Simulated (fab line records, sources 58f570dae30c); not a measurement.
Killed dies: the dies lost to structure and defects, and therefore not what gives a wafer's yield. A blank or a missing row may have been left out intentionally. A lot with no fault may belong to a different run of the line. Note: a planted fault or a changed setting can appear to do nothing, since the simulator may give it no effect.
Matching of chambers    flow berkeley-cmos170    UCB170_V2_CMP_02 on cmp-02: 4 sister chambers
The step polishes SiO2. 48 wafers are shown with their chamber, then 12 later ones without.

## WAFERS, EACH WITH ITS CHAMBER
wafer   chamber  motor-current-A (A)
L075.1  1        16.4
L075.2  0        19.5
L075.5  1        16.5
L074.2  1        15.9
L074.3  3        18.3
L074.6  0        19.7
L077.1  0        19.1
L077.2  1        16.7
L077.3  3        17.8
L077.4  2        16.0
L077.5  0        19.5
L077.6  1        15.9
L080.1  0        19.0
L080.2  2        16.4
L080.4  1        16.8
L080.3  3        17.5
L080.5  0        18.9
L080.6  1        16.8
L081.2  0        19.9
L081.3  1        15.6
L081.4  2        16.4
L081.1  3        19.0
L081.5  0        19.3
L081.6  1        17.0
L078.1  1        15.6
L078.2  0        19.4
L078.5  3        17.3
L082.1  0        19.0
L082.3  3        17.1
L082.5  0        19.4
L079.4  2        16.0
L079.5  2        15.9
L079.6  1        16.0
L085.1  3        18.1
L085.4  0        19.2
L085.5  0        19.2
L083.2  1        15.7
L083.4  2        16.3
L083.6  3        18.6
L084.1  2        17.4
L084.2  0        19.3
L084.3  1        15.9
L086.3  0        18.2
L086.4  1        15.9
L086.6  0        19.2
L089.1  2        15.8
L089.2  3        18.0
L089.3  1        15.1

SIGNATURES, as means of the wafers listed above
reading          chamber 0  chamber 1  chamber 2  chamber 3  scatter within a chamber
motor-current-A  19.238     16.120     16.275     17.967     0.506
Rule: for each reading, subtract the chamber's mean from the wafer's reading, divide by that reading's scatter and square the result; add these up over the readings and take the root, which gives the wafer's distance from the chamber. If the next closest chamber is less than 2 further off than the closest, the wafer can't be placed; otherwise it belongs to the closest. The scatter is the square root of a quotient: the sum, over the shown wafers, of each reading's squared deviation from its chamber's mean, divided by wafers minus chambers.

## WAFERS WITH NO CHAMBER GIVEN
wafer   motor-current-A (A)
L091.1  16.2
L091.2  18.2
L091.5  19.3
L095.3  16.8
L095.4  15.8
L095.5  16.3
L094.1  19.5
L094.3  16.6
L094.6  16.7
L096.1  19.8
L096.3  16.7
L096.5  16.3

## CHAMBER TAKEN BY EACH
wafer   from the rows above           in truth
L091.1  can't be placed: 2 or 1       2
L091.2  can't be placed: 3 or 0       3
L091.5  0                             0
L095.3  can't be placed: 2 or 1 or 3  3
L095.4  can't be placed: 1 or 2       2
L095.5  can't be placed: 2 or 1       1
L094.1  0                             0
L094.3  can't be placed: 2 or 1       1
L094.6  can't be placed: 2 or 1 or 3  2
L096.1  0                             0
L096.3  can't be placed: 2 or 1 or 3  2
L096.5  can't be placed: 2 or 1       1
Correctly placed: 3 of 12. From these rows, 9 cannot be placed; in 9 the true chamber is one of the candidates. Wrongly placed: 0.
